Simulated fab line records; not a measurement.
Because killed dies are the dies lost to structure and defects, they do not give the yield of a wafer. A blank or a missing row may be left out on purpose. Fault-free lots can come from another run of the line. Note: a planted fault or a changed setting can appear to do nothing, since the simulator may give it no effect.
Split-lot study | flow berkeleyCmos170 | on a route of 331 steps: 5 lots, 23 wafers read

== ABOUT THE SPLIT ==
At UCB170_V2_CMP_02 (polishes SiO2), the setting leaveAboveRefNm was moved away from the recipe's 1000 nm on 4 of the 23 wafers read, by -6.2% to +3.4%. The other wafers ran this setting at the recipe's value.

The file shows no step between the split and the reading.

== THE READING ==
V2_POLISHED_THK in nanometres, read at UCB170_V2_THK_MEAS_04. Typical for fault-free wafers on this fab line: 999.8 nm, with standard deviation 1.3 nm.

wafer  | tool, chamber at the split | leaveAboveRefNm as run, nm | against the recipe | V2_POLISHED_THK, nm | against lot-mates on the recipe
L075.1 | cmp-02, 1                  | 1000                       | recipe             | 998.7               | -
L075.2 | cmp-02, 2                  | 1034                       | +3.4%              | 1031.8              | +32.8
L075.3 | cmp-02, 3                  | 1000                       | recipe             | 999.0               | -
L075.4 | cmp-02, 0                  | 1034                       | +3.4%              | 1034.3              | +35.3
L075.6 | cmp-02, 2                  | 1000                       | recipe             | 999.4               | -
L076.2 | cmp-02, 3,0                | 1000                       | recipe             | 1001.0              | -
L076.3 | cmp-02, 1                  | 1000                       | recipe             | 1000.1              | -
L076.4 | cmp-02, 2                  | 1000                       | recipe             | 999.1               | -
L076.5 | cmp-02, 3,0                | 1000                       | recipe             | 1000.9              | -
L076.6 | cmp-02, 3                  | 1000                       | recipe             | 1001.9              | -
L078.2 | cmp-01, 0                  | 1000                       | recipe             | 998.3               | -
L078.3 | cmp-01, 3,1                | 1000                       | recipe             | 1000.0              | -
L078.4 | cmp-01, 1                  | 1000                       | recipe             | 997.7               | -
L078.5 | cmp-01, 3,1                | 1000                       | recipe             | 998.2               | -
L078.6 | cmp-01, 0                  | 1000                       | recipe             | 997.3               | -
L081.1 | cmp-02, 2                  | 1000                       | recipe             | 1000.3              | -
L081.3 | cmp-02, 3                  | 1000                       | recipe             | 998.9               | -
L081.4 | cmp-02, 0                  | 1000                       | recipe             | 1001.3              | -
L084.1 | cmp-01, 0                  | 1000                       | recipe             | 998.9               | -
L084.2 | cmp-01, 1,3                | 1000                       | recipe             | 1000.2              | -
L084.3 | cmp-01, 3                  | 938                        | -6.2%              | 937.7               | -61.9
L084.5 | cmp-01, 0                  | 938                        | -6.2%              | 936.5               | -63.1
L084.6 | cmp-01, 1,3                | 1000                       | recipe             | 999.7               | -
When a row names more than one chamber, that row covers several wafers, and the file does not tell which wafer ran in which chamber.

THE FIT
A straight line over all 23 wafers: V2_POLISHED_THK changes by +10 nm for each +1% of leaveAboveRefNm; r = +1.00; the points scatter about the line by 1.2 nm.
The same after taking each lot's own level away (the mean of its wafers on the recipe; 23 wafers): +10.1 nm for each +1%; r = +1.00; scatter 0.89 nm.
On that fit, the largest move of leaveAboveRefNm shifts the reading by 62 nm.
Across the lots, their own levels run from 998.30 to 1000.60 nm, a range of 1.8 times the standard deviation given above.
The two slopes agree, so the slope changes little with the lot-to-lot level.
Check: for one of the wafers moved furthest among these (-6.2%), held out of the fit, the line's prediction against its lot-mates is -62.8 nm. It came out at -61.9 nm against them.

== OTHER SPLITS APPLIED TO THESE WAFERS ==
Before the reading, these wafers also passed through other splits. Each is held against what the fit with the lots' levels taken away leaves over:
other split on the same wafers | wafers away from the commonest value | r with V2_POLISHED_THK (lot level and that fit taken away)
UCB170_M2_SPUTTER_01 powerW    | 11                                   | -0.28
UCB170_M2_STRIP_07 o2FlowSccm  | 7                                    | +0.08

== THE WHOLE CHAIN: every reading that the file lists as answering this split, in the file's order ==
step                  | what it does                                                              | reading                                                                  | change (the file's fit)              | r (the file's)
UCB170_V2_CMP_02      | polishes SiO2                                                             | SiO2_of_V2_CVD_00.thkNm (the simulator's own value, which no gauge read) | +10.2 nm for each +1% of the setting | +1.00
UCB170_V2_THK_MEAS_04 |                                                                           | V2_POLISHED_THK                                                          | +10.1 for each +1% of the setting    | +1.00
UCB170_V2_ETCH_14     | etches SiO2 in CHF3/CF4/Ar, stops on Al, target depth 1250 nm, time 291 s | V2.featureDepthNm (the simulator's own value, which no gauge read)       | +10.1 nm for each +1% of the setting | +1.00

== THE FILE'S OWN FIT ==
V2_POLISHED_THK changes by +10.1 nm for each +1% of leaveAboveRefNm, r = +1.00.
